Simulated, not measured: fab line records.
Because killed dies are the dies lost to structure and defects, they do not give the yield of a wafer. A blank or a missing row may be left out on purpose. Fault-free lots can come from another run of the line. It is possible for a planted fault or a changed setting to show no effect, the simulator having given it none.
Which tool is to blame?	flow rit_cmos	14 lots, 42 wafers sampled, at 2 steps of a route of 202

## WHAT THE GAUGES READ, wafer by wafer
The record lacks any reading of a measuring or inspecting step that a usual standard deviation could be used to judge.

## EACH LOT AND THE TOOL THAT RAN IT (in order: tool; ch and the chambers of the sampled wafers; start)
lot	RIT_M1_COAT_04	RIT_M1_PROBE_99
L931	litho_track-02 ch 0, day 3 07:53	prober-02, day 3 11:26
L932	litho_track-01 ch 0, day 3 14:49	prober-01, day 3 18:33
L933	litho_track-04 ch 0, day 3 20:34	prober-02, day 3 23:57
L934	litho_track-01 ch 0, day 3 22:34	prober-01, day 4 02:03
L935	litho_track-01 ch 0, day 4 06:55	prober-02, day 4 10:22
L936	litho_track-02 ch 0, day 4 09:09	prober-02, day 4 12:40
L937	litho_track-02 ch 0, day 4 18:02	prober-01, day 4 21:35
L938	litho_track-02 ch 0, day 4 20:49	prober-02, day 5 00:17
L939	litho_track-04 ch 0, day 5 03:24	prober-01, day 5 07:05
L940	litho_track-02 ch 0, day 5 05:53	prober-02, day 5 09:28
L947	litho_track-04 ch 0, day 6 16:30	prober-02, day 6 20:05
L948	litho_track-02 ch 0, day 6 23:49	prober-01, day 7 03:15
L949	litho_track-01 ch 0, day 7 05:17	prober-02, day 7 08:49
L950	litho_track-04 ch 0, day 7 09:35	prober-01, day 7 13:07
- RIT_M1_COAT_04: resist thk 1300 nm.
- RIT_M1_PROBE_99

## WHAT THE TOOLS THEMSELVES READ (means of the sampled wafers that have a number; where no wafer has one, the mark that the record gives instead)
RIT_M1_COAT_04. Usual: chill_plate_temp_C 23.00 C, standard deviation 0.12; spin_speed_rpm 2000.2 rpm, standard deviation 1.2.
lot	tool	chill_plate_temp_C (C)	spin_speed_rpm (rpm)	flag
L931	litho_track-02	22.97	2000.2	
L932	litho_track-01	22.97	2001.7	
L933	litho_track-04	22.89	1998.9	
L934	litho_track-01	22.90	2000.6	
L935	litho_track-01	23.09	2000.6	
L936	litho_track-02	22.98	2000.3	
L937	litho_track-02	22.74	2000.2	
L938	litho_track-02	22.95	2000.1	
L939	litho_track-04	22.99	2001.4	
L940	litho_track-02	23.12	1852.9	OFF
L947	litho_track-04	23.05	1999.7	
L948	litho_track-02	23.06	1851.8	OFF
L949	litho_track-01	22.95	1999.9	
L950	litho_track-04	22.94	2000.7	

RIT_M1_PROBE_99. Usual: defect_limited_yield 97.2 %, standard deviation 0.95; killed_at_M0_to_M3 0.0, standard deviation 0.16; killed_at_contacts 0.0, standard deviation 0.2; killed_at_front_end 7.2, standard deviation 2.5; killed_dies 7.3, standard deviation 2.5; killed_open 3.8, standard deviation 1.9; killed_short 3.5, standard deviation 1.8; sort_bin_3_pad_short 0.1 %, standard deviation 0.23; sort_bin_5_function 1.6 %, standard deviation 0.74; sort_bin_6_memory 1.0 %, standard deviation 0.65; sort_n_pass 256.7, standard deviation 2.5; sort_yield_pct 97.2 %, standard deviation 0.95.
lot	tool	defect_limited_yield (%)	killed_at_M0_to_M3	killed_at_contacts	killed_at_front_end	killed_dies	killed_open	killed_short	sort_bin_3_pad_short (%)	sort_bin_5_function (%)	sort_bin_6_memory (%)	sort_n_pass	sort_yield_pct (%)	flag
L931	prober-02	97.2	0.0	0.0	7.3	7.3	4.3	3.0	0.3	1.1	1.4	256.7	97.2	
L932	prober-01	97.0	0.0	0.0	8.0	8.0	4.3	3.7	0.3	1.9	0.9	256.0	97.0	
L933	prober-02	96.4	0.0	0.0	9.3	9.3	5.7	3.7	0.3	2.2	1.2	254.7	96.4	
L934	prober-01	96.3	0.0	0.3	9.3	9.7	6.3	3.3	0.0	2.1	1.5	254.3	96.3	
L935	prober-02	97.6	0.0	0.0	6.3	6.3	3.0	3.3	0.1	1.5	0.8	257.7	97.6	
L936	prober-02	96.4	0.0	0.0	9.7	9.7	5.0	4.7	0.4	1.9	1.4	254.3	96.4	
L937	prober-01	98.2	0.0	0.0	4.7	4.7	2.0	2.7	0.0	0.9	0.9	259.3	98.2	
L938	prober-02	97.1	0.0	0.0	7.7	7.7	5.0	2.0	0.1	1.9	0.9	256.3	97.1	
L939	prober-01	97.6	0.0	0.3	6.0	6.3	4.7	1.7	0.1	1.9	0.4	257.7	97.6	
L940	prober-02	98.1	0.0	0.0	5.0	5.0	3.7	1.3	0.0	1.4	0.5	259.0	98.1	
L947	prober-02	96.8	0.3	0.0	8.0	8.3	4.3	4.0	0.0	1.4	1.8	255.7	96.8	
L948	prober-01	97.3	0.0	0.0	7.0	7.0	3.0	4.0	0.1	1.5	1.0	257.0	97.3	
L949	prober-02	96.3	0.0	0.0	9.7	9.7	5.3	4.3	0.0	2.4	1.3	254.3	96.3	
L950	prober-01	97.2	0.0	0.0	7.3	7.3	4.0	3.3	0.0	1.2	1.6	256.7	97.2	

## THE ANSWER, worked out from the rows above alone
Rule: lot off if the mean of its wafers having a number is beyond 3 standard deviations from the usual mean. A lot without any number at a reading at which 4 lots or more have one is off too. All remaining lots with rows at the step are treated as sound. First the gauges in route order, then the tools' own readings, where a lot's mean is used as printed above. The first step at which some lot is off is used, and at that step the reading that is off furthest; a lot without a number counts as furthest.
Off: L940, L948 (RIT_M1_COAT_04, spin_speed_rpm).
A tool fits if, at that step or a process step before it, it ran every lot that is off, and no sound lot after the first of them. One fits: litho_track-02 at RIT_M1_COAT_04. A fault onset in the window from L938 (day 4 20:49, its last sound lot) to L940 (day 5 05:53, its first lot off) fits.
On the lots that are off, the tool's own readings at RIT_M1_COAT_04 differ by more than 5 times the standard deviation of the sound lots' means, which bears it out; spin_speed_rpm reads 1852.3 rpm there versus 2000.4 rpm on the sound lots.

## WHAT WAS PUT IN BY THE SIMULATOR
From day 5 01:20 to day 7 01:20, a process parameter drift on litho_track-02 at RIT_M1_COAT_04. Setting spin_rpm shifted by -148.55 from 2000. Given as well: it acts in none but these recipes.
Lots struck among those shown: L940, L948. Same finding as the rule above.
